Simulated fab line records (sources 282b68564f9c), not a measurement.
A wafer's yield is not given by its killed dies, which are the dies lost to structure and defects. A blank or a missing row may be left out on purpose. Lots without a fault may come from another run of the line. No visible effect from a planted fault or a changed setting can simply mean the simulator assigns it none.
Which of the tools did it? || flow rit cmos || 15 lots with 45 wafers sampled at 2 steps, on a route of 202 steps

WHAT THE GAUGES SHOWED, per wafer
RIT_PRETRO_TW_MEAS_10.
{"lot": "L377", "measured": "day 2 16:23", "on": "film metro-01", "PRETRO_TW": "481 480 480"}
{"lot": "L378", "measured": "day 2 20:29", "on": "film metro-03", "PRETRO_TW": "476 474 473"}
{"lot": "L379", "measured": "day 3 01:23", "on": "film metro-03", "PRETRO_TW": "478 478 479"}
{"lot": "L380", "measured": "day 3 06:35", "on": "film metro-01", "PRETRO_TW": "480 482 482"}
{"lot": "L386", "measured": "day 4 12:04", "on": "film metro-01", "PRETRO_TW": "30 30 30"}
{"lot": "L387", "measured": "day 4 16:27", "on": "film metro-02", "PRETRO_TW": "30 30 30"}
{"lot": "L388", "measured": "day 4 22:20", "on": "film metro-01", "PRETRO_TW": "31 30 30"}
{"lot": "L389", "measured": "day 5 00:46", "on": "film metro-02", "PRETRO_TW": "476 473 471"}
{"lot": "L390", "measured": "day 5 06:31", "on": "film metro-01", "PRETRO_TW": "482 481 482"}
{"lot": "L394", "measured": "day 6 03:08", "on": "film metro-03", "PRETRO_TW": "478 479 480"}
{"lot": "L395", "measured": "day 6 08:00", "on": "film metro-02", "PRETRO_TW": "474 474 471"}
{"lot": "L396", "measured": "day 6 11:13", "on": "film metro-03", "PRETRO_TW": "479 476 476"}
{"lot": "L397", "measured": "day 6 17:41", "on": "film metro-01", "PRETRO_TW": "480 480 480"}
{"lot": "L398", "measured": "day 6 23:22", "on": "film metro-02", "PRETRO_TW": "474 473 472"}
{"lot": "L399", "measured": "day 7 04:30", "on": "film metro-03", "PRETRO_TW": "484 481 479"}

TOOL THAT RAN EACH LOT (tool first, then ch and the chambers of the sampled wafers, then the start)
{"lot": "L377", "RIT_NRETRO_STRIP_09": "plasma asher-01 ch 0,1, day 2 14:40"}
{"lot": "L378", "RIT_NRETRO_STRIP_09": "plasma asher-04 ch 0,1, day 2 18:38"}
{"lot": "L379", "RIT_NRETRO_STRIP_09": "plasma asher-03 ch 0, day 2 23:27"}
{"lot": "L380", "RIT_NRETRO_STRIP_09": "plasma asher-04 ch 0,1, day 3 04:52"}
{"lot": "L386", "RIT_NRETRO_STRIP_09": "plasma asher-01 ch 0,1, day 4 10:22"}
{"lot": "L387", "RIT_NRETRO_STRIP_09": "plasma asher-01 ch 0, day 4 14:43"}
{"lot": "L388", "RIT_NRETRO_STRIP_09": "plasma asher-01 ch 0,1, day 4 20:29"}
{"lot": "L389", "RIT_NRETRO_STRIP_09": "plasma asher-03 ch 0,1, day 4 23:02"}
{"lot": "L390", "RIT_NRETRO_STRIP_09": "plasma asher-01 ch 0,1, day 5 04:40"}
{"lot": "L394", "RIT_NRETRO_STRIP_09": "plasma asher-04 ch 0,1, day 6 01:17"}
{"lot": "L395", "RIT_NRETRO_STRIP_09": "plasma asher-01 ch 0,1, day 6 06:16"}
{"lot": "L396", "RIT_NRETRO_STRIP_09": "plasma asher-01 ch 0,1, day 6 09:29"}
{"lot": "L397", "RIT_NRETRO_STRIP_09": "plasma asher-01 ch 0, day 6 15:49"}
{"lot": "L398", "RIT_NRETRO_STRIP_09": "plasma asher-04 ch 1, day 6 21:37"}
{"lot": "L399", "RIT_NRETRO_STRIP_09": "plasma asher-01 ch 0,1, day 7 02:39"}
- RIT_NRETRO_STRIP_09: strips in O2, time 180 s.

WHAT THE TOOLS THEMSELVES READ (means of the sampled wafers that have a number; where no wafer has one, the mark that the record gives instead)
RIT_NRETRO_STRIP_09.
{"lot": "L377", "tool": "plasma asher-01", "chamber pressure mTorr (mTorr)": 4001, "drypump motor current A (A)": 5.6}
{"lot": "L378", "tool": "plasma asher-04", "chamber pressure mTorr (mTorr)": 3998, "drypump motor current A (A)": 6.2}
{"lot": "L379", "tool": "plasma asher-03", "chamber pressure mTorr (mTorr)": 3998, "drypump motor current A (A)": 5.2}
{"lot": "L380", "tool": "plasma asher-04", "chamber pressure mTorr (mTorr)": 3997, "drypump motor current A (A)": 6.2}
{"lot": "L386", "tool": "plasma asher-01", "chamber pressure mTorr (mTorr)": "-", "drypump motor current A (A)": "-"}
{"lot": "L387", "tool": "plasma asher-01", "chamber pressure mTorr (mTorr)": "-", "drypump motor current A (A)": "-"}
{"lot": "L388", "tool": "plasma asher-01", "chamber pressure mTorr (mTorr)": "-", "drypump motor current A (A)": "-"}
{"lot": "L389", "tool": "plasma asher-03", "chamber pressure mTorr (mTorr)": 4000, "drypump motor current A (A)": 5.1}
{"lot": "L390", "tool": "plasma asher-01", "chamber pressure mTorr (mTorr)": 3997, "drypump motor current A (A)": 5.6}
{"lot": "L394", "tool": "plasma asher-04", "chamber pressure mTorr (mTorr)": 4004, "drypump motor current A (A)": 6.5}
{"lot": "L395", "tool": "plasma asher-01", "chamber pressure mTorr (mTorr)": 4000, "drypump motor current A (A)": 5.6}
{"lot": "L396", "tool": "plasma asher-01", "chamber pressure mTorr (mTorr)": 3996, "drypump motor current A (A)": 5.3}
{"lot": "L397", "tool": "plasma asher-01", "chamber pressure mTorr (mTorr)": 4003, "drypump motor current A (A)": 5.8}
{"lot": "L398", "tool": "plasma asher-04", "chamber pressure mTorr (mTorr)": 4000, "drypump motor current A (A)": 6.9}
{"lot": "L399", "tool": "plasma asher-01", "chamber pressure mTorr (mTorr)": 4001, "drypump motor current A (A)": 5.3}

THE ANSWER, worked out from the rows above alone
Rule: usual is defined by the lots themselves. The widest of any qualifying gaps counts: lots, ordered by their means at a reading, are off when they make up no more than a third of the lots, leave a main group of 4 or more, and stand apart from it by 3 or more times the standard deviation of that group's means. Not used: any main group whose means are identical at the precision the tables above print for the reading. A lot without any number at a reading at which 4 lots or more have one is off too. Where the step has rows for the other lots, those lots are counted as sound. The gauges are gone through in route order, then the tools' own readings, and for those a lot's mean is taken as printed above. At the first step where some lot is off, the reading lying furthest off is the one used; lots without a number count as furthest.
Off: L386, L387, L388, seen at RIT_PRETRO_TW_MEAS_10 (PRETRO_TW). Main group: mean 478, sd 3.3.
A tool fits if, at a process step before that reading, it ran every lot that is off, and no sound lot after the first of them. Not tried: the gauges at RIT_PRETRO_TW_MEAS_10; whatever is off there is also off at RIT_NRETRO_STRIP_09, on other tools, and gauge error can't account for it. None of those tried fits.

WHAT THE SIMULATOR HAD PUT IN
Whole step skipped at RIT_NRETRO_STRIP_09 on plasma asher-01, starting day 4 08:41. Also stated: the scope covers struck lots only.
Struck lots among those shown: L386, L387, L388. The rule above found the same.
